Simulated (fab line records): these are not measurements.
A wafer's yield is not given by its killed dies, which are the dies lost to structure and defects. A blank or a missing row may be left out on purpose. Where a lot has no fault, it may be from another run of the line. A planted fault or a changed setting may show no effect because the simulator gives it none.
fab line records + flow rit_cmos
[record]
- lots = 7
- wafers = 21
- last_day = 5
route steps=202 shown ACTIVE@10 FOX1@20
lots that met no fault: from a run of the same line without faults
start_h: start of the lot's first displayed wafer, in hours after the record's first day + wait_h: time in hours since the lot's previous step + " unchanged from the row above + L1.1+2: a row that stands for several wafers + - either no value or no given start + * or withheld: withheld + < > ~ a bound
route shown NAME@n: a module of which the file shows steps, and the number in the route of the first + usual: mean and standard deviation over wafers with no fault + same: alike in all rows + chamber/n: place in a boat + sites: the reading at each site + _std_site: the standard deviation of these + _edge_site: the outer-site mean with the inner-site mean subtracted + radius_mm: how far each site lies from the wafer's centre + mask NAME#n: copy n + behind: the last tool/chamber to shape the wafer + hold: why the lot went on hold/how many hours it stayed there/how the hold came to an end + device: names the non-switching transistor (n, p or np) + end of line: at the end of the route, the tests of the same wafers + a step with no rows: only its recipe + killed: the dies lost at the first sort to structure and to defects; this is not the yield of the wafer + map: a wafer's dies, marking killed ones x, the rest . and places with no die _
set.NAME: the run value of the setting; set.NAME@STEP: its run value at that earlier step + model.NAME: the simulator's own value behind a step, which no gauge read
lots at some steps of the route; a table a step, a row a wafer
services: when a tool's chamber went out of use (start_h, in hours from the record's first day, below 0 if earlier), for how many hours, and the reason
[[steps]]
[step RIT_ACTIVE_PEB_09]
[recipe]
- resist = NOVOLAK
- temp_c = withheld
- time_s = withheld
[step RIT_ACTIVE_DEVELOP_10]
[recipe]
- resist = NOVOLAK
- develop_time_s = 50
- dev_temp_c = 23
[step RIT_ACTIVE_CD_MEAS_11]
[recipe]
- target_cd_nm = 1400
[usual]
- cd_nm = 1400.9/1.7
| lot.wafer | tool      | chamber | start_h | wait_h | cd_nm  |
|-----------|-----------|---------|---------|--------|--------|
| L560.1    | cd_sem-01 | -       | 39.44   | -      | 1398.6 |
| L560.5    | "         | -       | "       | "      | 1399.2 |
| L560.6    | "         | -       | "       | "      | 1398.4 |
| L561.1    | cd_sem-01 | -       | 44.56   | -      | 1400.3 |
| L561.5    | "         | -       | "       | "      | 1401.8 |
| L561.6    | "         | -       | "       | "      | 1401.7 |
| L563.1    | cd_sem-01 | -       | 55.42   | -      | 1399.1 |
| L563.2    | "         | -       | "       | "      | 1404.2 |
| L563.3    | "         | -       | "       | "      | 1403.0 |
| L568.1    | cd_sem-02 | -       | 79.56   | -      | 1398.9 |
| L568.2    | "         | -       | "       | "      | 1402.7 |
| L568.4    | "         | -       | "       | "      | 1401.2 |
| L570.1    | cd_sem-02 | -       | 89.56   | -      | 1401.0 |
| L570.4    | "         | -       | "       | "      | 1400.4 |
| L570.6    | "         | -       | "       | "      | 1398.5 |
| L571.1    | cd_sem-02 | -       | 94.44   | -      | 1399.1 |
| L571.3    | "         | -       | "       | "      | 1401.8 |
| L571.4    | "         | -       | "       | "      | 1401.1 |
| L572.2    | cd_sem-02 | -       | 100.39  | -      | 1399.6 |
| L572.4    | "         | -       | "       | "      | 1402.5 |
| L572.5    | "         | -       | "       | "      | 1400.6 |
[step RIT_ACTIVE_HARDBAKE_12]
[recipe]
- resist = NOVOLAK
- temp_c = 140
- time_s = 60
[step RIT_ACTIVE_ETCH_13]
[recipe]
- stop_on = SiO2
- chemistry = SF6
- target = Si3N4
- time_s = 210
- over_etch_frac = 0.4
- SF6_flow_sccm = 200
- pressure_mtorr = 260
- rf_w = 125
- target_depth_a = 2100
[usual]
- SF6_flow_sccm = 200.1/0.56
- chamber_pressure_mTorr = 259.98/0.25
- drypump_motor_current_A = 5.8/0.43
- oes_product_au = 0.822/0.012
- throttle_valve_pct = 7.47/0.11
| lot.wafer | tool        | chamber | start_h | wait_h | SF6_flow_sccm | chamber_pressure_mTorr | drypump_motor_current_A | oes_product_au | rf_hours_counter_h | throttle_valve_pct |
|-----------|-------------|---------|---------|--------|---------------|------------------------|-------------------------|----------------|--------------------|--------------------|
| L560.1    | rie_diel-04 | 0       | 39.71   | 0.1    | 199.3         | 259.50                 | 5.8                     | 0.809          | 130                | 7.34               |
| L560.5    | "           | 2       | "       | "      | 199.9         | 260.00                 | 6.2                     | 0.837          | -                  | 7.41               |
| L560.6    | "           | 1       | "       | "      | 200.4         | 259.87                 | 5.5                     | 0.820          | -                  | 7.52               |
| L561.1    | rie_diel-01 | 2       | 44.83   | 0.1    | 199.5         | 259.85                 | 5.7                     | 0.844          | 96                 | 7.40               |
| L561.5    | "           | 1       | "       | "      | 200.8         | 259.92                 | 5.3                     | 0.829          | -                  | 7.59               |
| L561.6    | "           | 2       | "       | "      | 199.5         | 259.93                 | 5.7                     | 0.855          | -                  | 7.39               |
| L563.1    | rie_diel-02 | 3       | 55.69   | 0.1    | 200.3         | 260.25                 | 6.5                     | 0.838          | 151                | 7.67               |
| L563.2    | "           | 1       | "       | "      | 199.9         | 259.51                 | 5.7                     | 0.817          | 110                | 7.60               |
| L563.3    | "           | 0       | "       | "      | 200.4         | 260.10                 | 6.7                     | 0.821          | 64                 | 7.32               |
| L568.1    | rie_diel-02 | 1       | 79.83   | 0.1    | 200.2         | 260.05                 | 5.7                     | 0.821          | 110                | 7.58               |
| L568.2    | "           | 3       | "       | "      | 199.4         | 260.44                 | 6.5                     | 0.853          | 152                | 7.66               |
| L568.4    | "           | 0       | "       | "      | 200.1         | 260.31                 | 6.7                     | 0.821          | 65                 | 7.32               |
| L570.1    | rie_diel-04 | 1       | 89.83   | 0.1    | 200.9         | 259.73                 | 5.5                     | 0.815          | 33                 | 7.51               |
| L570.4    | "           | 0       | "       | "      | 200.1         | 259.77                 | 5.7                     | 0.808          | 131                | 7.35               |
| L570.6    | "           | 0       | "       | "      | 199.0         | 260.13                 | 5.7                     | 0.821          | -                  | 7.34               |
| L571.1    | rie_diel-04 | 3       | 94.71   | 0.1    | 200.4         | 260.01                 | 6.0                     | 0.819          | 4                  | 7.50               |
| L571.3    | "           | 2       | "       | "      | 200.8         | 260.59                 | 6.2                     | 0.826          | 160                | 7.41               |
| L571.4    | "           | 0       | "       | "      | 200.1         | 259.87                 | 5.8                     | 0.813          | 131                | 7.34               |
| L572.2    | rie_diel-02 | 0       | 100.64  | 0.1    | 200.1         | 260.17                 | 6.7                     | 0.818          | 65                 | 7.31               |
| L572.4    | "           | 1       | "       | "      | 200.6         | 259.82                 | 5.7                     | 0.820          | -                  | 7.60               |
| L572.5    | "           | 0       | "       | "      | 200.2         | 260.04                 | 6.7                     | 0.818          | -                  | 7.34               |
[step RIT_ACTIVE_STRIP_14]
[recipe]
- chemistry = O2
- time_s = 180
- resist = NOVOLAK
- platen_temp_c = withheld
- power_w = 500
- pressure_mtorr = 4000
- o2_flow_sccm = 4000
[usual]
- drypump_motor_current_A = 5.8/0.54
- rf_refl_power_W = 6.0/1.3
| lot.wafer | tool            | chamber | start_h | wait_h | drypump_motor_current_A | rf_hours_counter_h | rf_refl_power_W |
|-----------|-----------------|---------|---------|--------|-------------------------|--------------------|-----------------|
| L560.1    | plasma_asher-02 | 1       | 39.84   | 0.1    | 4.9                     | 40                 | 6.6             |
| L560.5    | "               | 1       | "       | "      | 4.9                     | -                  | 6.6             |
| L560.6    | "               | 0       | "       | "      | 6.2                     | -                  | 8.4             |
| L561.1    | plasma_asher-01 | 0       | 44.97   | 0.1    | 5.2                     | 40                 | 4.5             |
| L561.5    | "               | 0       | "       | "      | 5.2                     | -                  | 4.5             |
| L561.6    | "               | 1       | "       | "      | 5.9                     | -                  | 7.2             |
| L563.1    | plasma_asher-02 | 1       | 55.82   | 0.1    | 4.9                     | 42                 | 6.6             |
| L563.2    | "               | 0       | "       | "      | 6.2                     | 42                 | 8.2             |
| L563.3    | "               | 0       | "       | "      | 6.1                     | -                  | 8.3             |
| L568.1    | plasma_asher-04 | 1       | 79.97   | 0.1    | 6.5                     | 45                 | 6.3             |
| L568.2    | "               | 0       | "       | "      | 5.8                     | 45                 | 4.5             |
| L568.4    | "               | 1       | "       | "      | 6.5                     | -                  | 6.4             |
| L570.1    | plasma_asher-04 | 0       | 89.97   | 0.1    | 5.8                     | 47                 | 4.7             |
| L570.4    | "               | 1       | "       | "      | 6.5                     | -                  | 6.4             |
| L570.6    | "               | 0       | "       | "      | 5.8                     | -                  | 4.4             |
| L571.1    | plasma_asher-02 | 0       | 94.84   | 0.1    | 6.2                     | 42                 | 8.1             |
| L571.3    | "               | 0       | "       | "      | 6.2                     | -                  | 8.2             |
| L571.4    | "               | 1       | "       | "      | 4.9                     | -                  | 6.5             |
| L572.2    | plasma_asher-04 | 0       | 100.77  | 0.1    | 5.8                     | 48                 | 4.5             |
| L572.4    | "               | 1       | "       | "      | 6.5                     | -                  | 6.5             |
| L572.5    | "               | 0       | "       | "      | 5.8                     | -                  | 4.7             |
[step RIT_ACTIVE_CD_MEAS_90]
[recipe]
- target_cd_nm = 1400
[usual]
- cd_nm = 1400.9/1.8
| lot.wafer | tool      | chamber | start_h | wait_h | cd_nm  |
|-----------|-----------|---------|---------|--------|--------|
| L560.1    | cd_sem-02 | -       | 40.02   | 0.1    | 1399.0 |
| L560.5    | "         | -       | "       | "      | 1399.4 |
| L560.6    | "         | -       | "       | "      | 1398.8 |
| L561.1    | cd_sem-02 | -       | 45.14   | 0.1    | 1400.5 |
| L561.5    | "         | -       | "       | "      | 1402.0 |
| L561.6    | "         | -       | "       | "      | 1401.6 |
| L563.1    | cd_sem-01 | -       | 56.00   | 0.1    | 1398.7 |
| L563.2    | "         | -       | "       | "      | 1404.5 |
| L563.3    | "         | -       | "       | "      | 1402.8 |
| L568.1    | cd_sem-01 | -       | 80.14   | 0.1    | 1399.3 |
| L568.2    | "         | -       | "       | "      | 1402.9 |
| L568.4    | "         | -       | "       | "      | 1401.3 |
| L570.1    | cd_sem-02 | -       | 90.14   | 0.1    | 1401.0 |
| L570.4    | "         | -       | "       | "      | 1399.5 |
| L570.6    | "         | -       | "       | "      | 1398.3 |
| L571.1    | cd_sem-01 | -       | 95.02   | 0.1    | 1399.1 |
| L571.3    | "         | -       | "       | "      | 1401.7 |
| L571.4    | "         | -       | "       | "      | 1401.1 |
| L572.2    | cd_sem-01 | -       | 100.97  | 0.1    | 1399.6 |
| L572.4    | "         | -       | "       | "      | 1402.8 |
| L572.5    | "         | -       | "       | "      | 1400.6 |
[step RIT_ACTIVE_CLEAN_15]
[recipe]
- chemistry = SC1
- mix = 3:3:50
- time_s = 600
- temp_c = 75
[step RIT_ACTIVE_CLEAN_16]
[recipe]
- chemistry = dHF
- dilution = 50:1
- time_s = 30
[step RIT_ACTIVE_CLEAN_17]
[recipe]
- chemistry = SC2
- mix = 3:3:50
- time_s = 600
- temp_c = 75
- dry = n2_spin
[step RIT_FOX1_OXIDATION_00]
[recipe]
- temp_c = 1100
- ambient = H2O
- target_thk_a = 3507
- p_h2o_torr = 720
- ox_time_s = 1130
[step RIT_FOX1_THK_MEAS_01]
[recipe]
- reads = SiO2_of_FOX1_OXIDATION_00
[usual]
- FOX1_OXIDE_THK = 352/7.4
| lot.wafer | tool          | chamber | start_h | wait_h | FOX1_OXIDE_THK[nm] |
|-----------|---------------|---------|---------|--------|--------------------|
| L560.1    | film_metro-01 | -       | 41.82   | 0.0    | 348                |
| L560.5    | "             | -       | "       | "      | 353                |
| L560.6    | "             | -       | "       | "      | 345                |
| L561.1    | film_metro-04 | -       | 46.94   | 0.0    | 353                |
| L561.5    | "             | -       | "       | "      | 349                |
| L561.6    | "             | -       | "       | "      | 355                |
| L563.1    | film_metro-03 | -       | 57.96   | 0.0    | 352                |
| L563.2    | "             | -       | "       | "      | 356                |
| L563.3    | "             | -       | "       | "      | 362                |
| L568.1    | film_metro-01 | -       | 82.21   | 0.0    | 353                |
| L568.2    | "             | -       | "       | "      | 360                |
| L568.4    | "             | -       | "       | "      | 352                |
| L570.1    | film_metro-01 | -       | 92.38   | 0.0    | 356                |
| L570.4    | "             | -       | "       | "      | 358                |
| L570.6    | "             | -       | "       | "      | 354                |
| L571.1    | film_metro-01 | -       | 97.39   | 0.0    | 331                |
| L571.3    | "             | -       | "       | "      | 334                |
| L571.4    | "             | -       | "       | "      | 331                |
| L572.2    | film_metro-01 | -       | 103.38  | 0.0    | 337                |
| L572.4    | "             | -       | "       | "      | 344                |
| L572.5    | "             | -       | "       | "      | 340                |
[step RIT_FOX1_WET_ETCH_02]
[recipe]
- chemistry = BOE
- target_depth_nm = 350
- time_s = 390
- temp_c = 21.5
- dry = n2_spin
- dilution = 10:1
- target = SiO2
[usual]
- bath_heat_duty_pct = 1.7/0.36
- run_length_s = 418/3.9
| lot.wafer | tool         | chamber | start_h | wait_h | bath_heat_duty_pct | run_length_s | model.SiO2_of_FOX1_OXIDATION_00.thk_nm | model.Si3N4_of_ACTIVE_CVD_03.thk_nm |
|-----------|--------------|---------|---------|--------|--------------------|--------------|----------------------------------------|-------------------------------------|
| L560.1    | wet_bench-02 | 2       | 41.88   | 0.1    | 1.8                | 417          | 0                                      | 138.6                               |
| L560.5    | "            | 2       | "       | "      | 1.7                | 417          | 0                                      | 138.8                               |
| L560.6    | "            | 2       | "       | "      | 1.6                | 417          | 0                                      | 138.5                               |
| L561.1    | wet_bench-01 | 2       | 47.00   | 0.1    | 2.0                | 418          | 0                                      | 138.8                               |
| L561.5    | "            | 2       | "       | "      | 2.4                | 418          | 0                                      | 140.1                               |
| L561.6    | "            | 2       | "       | "      | 1.7                | 418          | 0                                      | 140.1                               |
| L563.1    | wet_bench-01 | 3       | 58.02   | 0.1    | 1.4                | 425          | 0                                      | 137.1                               |
| L563.2    | "            | 3       | "       | "      | 1.3                | 425          | 0                                      | 136.5                               |
| L563.3    | "            | 3       | "       | "      | 1.6                | 425          | 0                                      | 138.5                               |
| L568.1    | wet_bench-04 | 3       | 82.27   | 0.1    | 1.4                | 418          | 0                                      | 141.3                               |
| L568.2    | "            | 3       | "       | "      | 1.2                | 418          | 0                                      | 140.2                               |
| L568.4    | "            | 3       | "       | "      | 1.3                | 418          | 0                                      | 139.7                               |
| L570.1    | wet_bench-04 | 3       | 92.44   | 0.1    | -                  | -            | 356.2                                  | 142.8                               |
| L570.4    | "            | 3       | "       | "      | -                  | -            | 358.6                                  | 143.5                               |
| L570.6    | "            | 3       | "       | "      | -                  | -            | 354                                    | 143.5                               |
| L571.1    | wet_bench-04 | 2       | 97.45   | 0.1    | -                  | -            | 330.6                                  | 142.1                               |
| L571.3    | "            | 2       | "       | "      | -                  | -            | 333.5                                  | 142                                 |
| L571.4    | "            | 2       | "       | "      | -                  | -            | 330.9                                  | 142.2                               |
| L572.2    | wet_bench-02 | 2       | 103.43  | 0.0    | -                  | -            | 336.8                                  | 142.4                               |
| L572.4    | "            | 2       | "       | "      | -                  | -            | 344.2                                  | 141.6                               |
| L572.5    | "            | 2       | "       | "      | -                  | -            | 340.4                                  | 142.4                               |
[[services]]
| tool        | chamber | start_h | hours | kind           |
|-------------|---------|---------|-------|----------------|
| rie_diel-02 | 1       | 21.44   | 2.9   | repair         |
| rie_diel-01 | 3       | 45.19   | 7.3   | repair         |
| rie_diel-04 | -       | 48.42   | 15.2  | repair         |
| rie_diel-01 | 2       | 58.00   | 3.0   | repair         |
| rie_diel-04 | 0       | 83.70   | 4.1   | repair         |
| rie_diel-02 | 2       | 95.63   | -     | clean          |
| rie_diel-02 | 2       | 95.63   | 36.7  | scheduled_down |
| rie_diel-02 | 2       | 95.63   | 36.7  | vent_cycle     |
[[key]]
[first_sign]
- step = RIT_FOX1_WET_ETCH_02
- reading = tool_record
- direction = missing
effect none on later readings
[model_effect]
- step = RIT_FOX1_WET_ETCH_02
- value = SiO2_of_FOX1_OXIDATION_00.thk_nm
- without = 0
- struck = 342.8
met_at RIT_FOX1_WET_ETCH_02
struck_wafers L570.1,L570.4,L570.6,L571.1,L571.3,L571.4,L572.2,L572.4,L572.5
later_rows_left_out L570.1,L570.4,L570.6,L571.1,L571.3,L571.4,L572.2,L572.4,L572.5
sort_left_out L570.1,L570.4,L570.6,L571.1,L571.3,L571.4,L572.2,L572.4,L572.5
tester_left_out L570,L571,L572
onset_between 82.27 92.44
[fault]
- kind = skipped_step_whole
- tool = wet_bench-02,wet_bench-04
- chamber = -
- onset_h = 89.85
- steps = RIT_FOX1_WET_ETCH_02
- scope = struck_lots_only
// tester_left_out: of these lots the tester's yield and bins aren't shown, on N5 and GAA mostly nor the transistor test; their killed dies are dies lost to structure and defects alone, not to doping, threshold or leakage, so they don't give the yield
// sort_left_out: the simulated sort isn't trusted on such a fault, so these wafers' sort isn't shown, and their yield isn't known
// later_rows_left_out: the simulator's readings of these wafers behind a module that went badly wrong aren't trusted and aren't shown, but for the sort
